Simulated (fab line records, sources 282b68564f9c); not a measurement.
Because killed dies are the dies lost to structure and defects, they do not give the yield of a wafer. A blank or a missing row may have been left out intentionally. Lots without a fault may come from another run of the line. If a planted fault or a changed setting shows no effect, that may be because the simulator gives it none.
Shared-tool check    flow rit_cmos    42 wafers sampled across 14 lots

## WHY IT WAS OPENED
RIT_CONTACT_THK_MEAS_01, reading CONTACT_TEOS_THK: flagged on 2 of 14 lots. No-fault wafers: 399 nm, standard deviation 5.4.
Rule: a lot is flagged when every wafer of it that has a number lies more than 4 standard deviations from that mean, or none has a number. The other lots count as sound.

lot   measured     on             CONTACT_TEOS_THK (nm), wafer by wafer  flag
L847  day 3 02:47  film_metro-03  400 400 404                            
L848  day 3 08:02  film_metro-03  398 402 402                            
L849  day 3 15:37  film_metro-03  398 411 404                            
L850  day 3 17:16  film_metro-01  397 403 399                            
L852  day 4 08:32  film_metro-04  401 391 394                            
L853  day 4 09:49  film_metro-01  436 440 444                            FLAGGED
L856  day 4 22:49  film_metro-04  431 440 444                            FLAGGED
L860  day 6 00:34  film_metro-01  396 405 396                            
L863  day 6 13:32  film_metro-01  393 404 399                            
L864  day 6 19:37  film_metro-03  390 394 406                            
L867  day 7 10:23  film_metro-03  402 402 400                            
L868  day 7 13:43  film_metro-03  396 405 404                            
L869  day 7 16:56  film_metro-03  391 398 401                            
L870  day 8 00:41  film_metro-04  384 390 397                            
The mean of the flagged lots' numbers is 439 nm, +40 nm from the usual (+7 standard deviations).

## EACH LOT AND THE TOOL IT RAN ON
2 process steps preceding the reading are held in the record, out of 202 steps in the route. In each cell: the tool, then ch and the chambers that the sampled wafers went through, then the start.
lot   flag     RIT_NSD_STRIP_09                     RIT_CONTACT_CVD_00
L847           plasma_asher-02 ch 0,1, day 2 23:37  pecvd-04 ch 1,2, day 3 02:42
L848           plasma_asher-01 ch 0,1, day 3 04:55  pecvd-03 ch 0,1,2, day 3 07:59
L849           plasma_asher-02 ch 0,1, day 3 12:32  pecvd-02 ch 0,1,2, day 3 15:33
L850           plasma_asher-03 ch 0,1, day 3 14:01  pecvd-04 ch 0,1,2, day 3 17:13
L852           plasma_asher-02 ch 0,1, day 4 05:14  pecvd-02 ch 0,1,2, day 4 08:29
L853  FLAGGED  plasma_asher-03 ch 0,1, day 4 06:31  pecvd-04 ch 0,1,2, day 4 09:45
L856  FLAGGED  plasma_asher-03 ch 1, day 4 19:34    pecvd-04 ch 0,1,2, day 4 22:46
L860           plasma_asher-03 ch 0,1, day 5 21:24  pecvd-03 ch 0,1,2, day 6 00:31
L863           plasma_asher-03 ch 0,1, day 6 10:24  pecvd-03 ch 0,1, day 6 13:28
L864           plasma_asher-02 ch 1, day 6 16:22    pecvd-02 ch 0,1,2, day 6 19:34
L867           plasma_asher-01 ch 0,1, day 7 07:17  pecvd-02 ch 0,1, day 7 10:19
L868           plasma_asher-01 ch 0,1, day 7 10:36  pecvd-04 ch 0,1,2, day 7 13:38
L869           plasma_asher-02 ch 0,1, day 7 13:41  pecvd-03 ch 1,2, day 7 16:53
L870           plasma_asher-01 ch 0,1, day 7 21:25  pecvd-02 ch 0,1,2, day 8 00:38
These steps, and what they do:
- RIT_NSD_STRIP_09: strips in O2, time 180 s.
- RIT_CONTACT_CVD_00: deposits SiO2 from TEOS, target thk 400 nm, time 61 s.
- RIT_CONTACT_THK_MEAS_01

## FLAGGED AGAINST TOTAL, ONE TOOL AT A TIME (gauges that did the reading follow at the end)
step                     tool             lots run  flagged  share of the flagged lots  sound lots run after its first flagged lot
RIT_NSD_STRIP_09         plasma_asher-01  4         0        none                       -
RIT_NSD_STRIP_09         plasma_asher-02  5         0        none                       -
RIT_NSD_STRIP_09         plasma_asher-03  5         2        all                        2 (L860,L863)
RIT_CONTACT_CVD_00       pecvd-02         5         0        none                       -
RIT_CONTACT_CVD_00       pecvd-03         4         0        none                       -
RIT_CONTACT_CVD_00       pecvd-04         5         2        all                        1 (L868)
RIT_CONTACT_THK_MEAS_01  film_metro-01    4         1        some                       2 (L860,L863)
RIT_CONTACT_THK_MEAS_01  film_metro-03    7         0        none                       -
RIT_CONTACT_THK_MEAS_01  film_metro-04    3         1        some                       1 (L870)

## WHAT IS ALLOWED BY THE TABLE
plasma_asher-03 at RIT_NSD_STRIP_09 and pecvd-04 at RIT_CONTACT_CVD_00 are the 2 rows of the table that ran each flagged lot.
- plasma_asher-03 at RIT_NSD_STRIP_09 ran 5 lots, 2 of them flagged. After the first flagged lot (L860, L863), sound lots still ran on it; a lasting fault on the whole tool would not permit that.
- pecvd-04 at RIT_CONTACT_CVD_00 ran 5 lots, 2 of them flagged. After the first flagged lot (L868), sound lots still ran on it; a lasting fault on the whole tool would not permit that. Its own readings (rf_fwd_power_W) fall more than 4 standard deviations out on all wafers of the flagged lots.
There is no row in the table that ran each flagged lot and no sound lot after the first.

## WHAT THE SIMULATOR HAD INSERTED
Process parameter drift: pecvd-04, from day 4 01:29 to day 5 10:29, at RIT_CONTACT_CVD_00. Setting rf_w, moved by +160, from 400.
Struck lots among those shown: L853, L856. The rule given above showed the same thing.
